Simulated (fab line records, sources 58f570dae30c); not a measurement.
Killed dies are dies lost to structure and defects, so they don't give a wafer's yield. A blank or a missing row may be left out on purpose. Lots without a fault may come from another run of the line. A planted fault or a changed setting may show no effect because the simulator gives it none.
Split-lot experiment | flow berkeley_cmos170 | 5 lots, 23 wafers read, on a route of 331 steps

THE SPLIT
At UCB170_GATE_CVD_04 (deposits poly-Si from SiH4, time 1440 s, target thk 214 nm), the setting sih4_flow_sccm was moved away from the recipe's 120 sccm on 10 of the 23 wafers read, by -6.3% to +11.5%. The other wafers ran this setting at the recipe's value.

The file shows no step between the split and the reading.

THE READING
GATE_POLY_THK, in nm, at UCB170_GATE_THK_MEAS_05. Fault-free wafers of this fab line usually give 214.3 nm, standard deviation 2 nm.

wafer  | tool, chamber at the split | sih4_flow_sccm as run, sccm | against the recipe | GATE_POLY_THK, nm | against lot-mates on the recipe
L077.2 | -, -                       | 133.8                       | +11.5%             | 237.9             | no lot-mate on the recipe
L077.3 | -, -                       | 133.8                       | +11.5%             | 237.3             | no lot-mate on the recipe
L077.4 | -, -                       | 133.8                       | +11.5%             | 237.9             | no lot-mate on the recipe
L077.5 | -, -                       | 133.8                       | +11.5%             | 239.0             | no lot-mate on the recipe
L077.6 | -, -                       | 133.8                       | +11.5%             | 236.6             | no lot-mate on the recipe
L074.1 | -, -                       | 112.4                       | -6.3%              | 197.6             | no lot-mate on the recipe
L074.2 | -, -                       | 112.4                       | -6.3%              | 198.9             | no lot-mate on the recipe
L074.3 | -, -                       | 112.4                       | -6.3%              | 199.0             | no lot-mate on the recipe
L074.4 | -, -                       | 112.4                       | -6.3%              | 197.1             | no lot-mate on the recipe
L074.5 | -, -                       | 112.4                       | -6.3%              | 197.2             | no lot-mate on the recipe
L082.1 | -, -                       | 120                         | recipe             | 210.2             | -
L082.2 | -, -                       | 120                         | recipe             | 212.1             | -
L082.3 | -, -                       | 120                         | recipe             | 211.5             | -
L082.4 | -, -                       | 120                         | recipe             | 214.8             | -
L082.6 | -, -                       | 120                         | recipe             | 212.9             | -
L083.1 | -, -                       | 120                         | recipe             | 214.7             | -
L083.2 | -, -                       | 120                         | recipe             | 215.7             | -
L083.3 | -, -                       | 120                         | recipe             | 214.4             | -
L083.4 | -, -                       | 120                         | recipe             | 216.9             | -
L083.5 | -, -                       | 120                         | recipe             | 215.3             | -
L084.1 | lpcvd-02, 0                | 120                         | recipe             | 213.0             | -
L084.3 | lpcvd-02, 0                | 120                         | recipe             | 213.1             | -
L084.5 | lpcvd-02, 0                | 120                         | recipe             | 211.8             | -

THE FIT
A straight line over all 23 wafers: GATE_POLY_THK changes by +2.2 nm for each +1% of sih4_flow_sccm; r = +0.99; the points scatter about the line by 1.7 nm.
Too few moved wafers have a lot-mate on the recipe to fit a line with each lot's own level taken away.

THE WHOLE CHAIN: every reading that the file lists as answering this split, in the file's order
step                    | what it does                                                                 | reading                                                                        | change (the file's fit)              | r (the file's)
UCB170_GATE_CVD_04      | deposits poly-Si from SiH4, time 1440 s, target thk 214 nm                   | poly-Si_of_GATE_CVD_04.thk_nm (the simulator's own value, which no gauge read) | +2.2 nm for each +1% of the setting  | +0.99
UCB170_GATE_THK_MEAS_05 |                                                                              | GATE_POLY_THK                                                                  | +2.2 for each +1% of the setting     | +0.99
UCB170_GATE_ETCH_15     | etches poly-Si in HBr/Cl2, stops on SiO2, time 56.3 s, target depth 278.2 nm | GATE.feature_depth_nm (the simulator's own value, which no gauge read)         | +2.21 nm for each +1% of the setting | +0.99
UCB170_GATE_ETCH_15     | etches poly-Si in HBr/Cl2, stops on SiO2, time 56.3 s, target depth 278.2 nm | etch.depth_nm (the simulator's own value, which no gauge read)                 | +2.2 nm for each +1% of the setting  | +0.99

THE FILE'S OWN FIT
GATE_POLY_THK changes by +2.2 nm for each +1% of sih4_flow_sccm, r = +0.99.
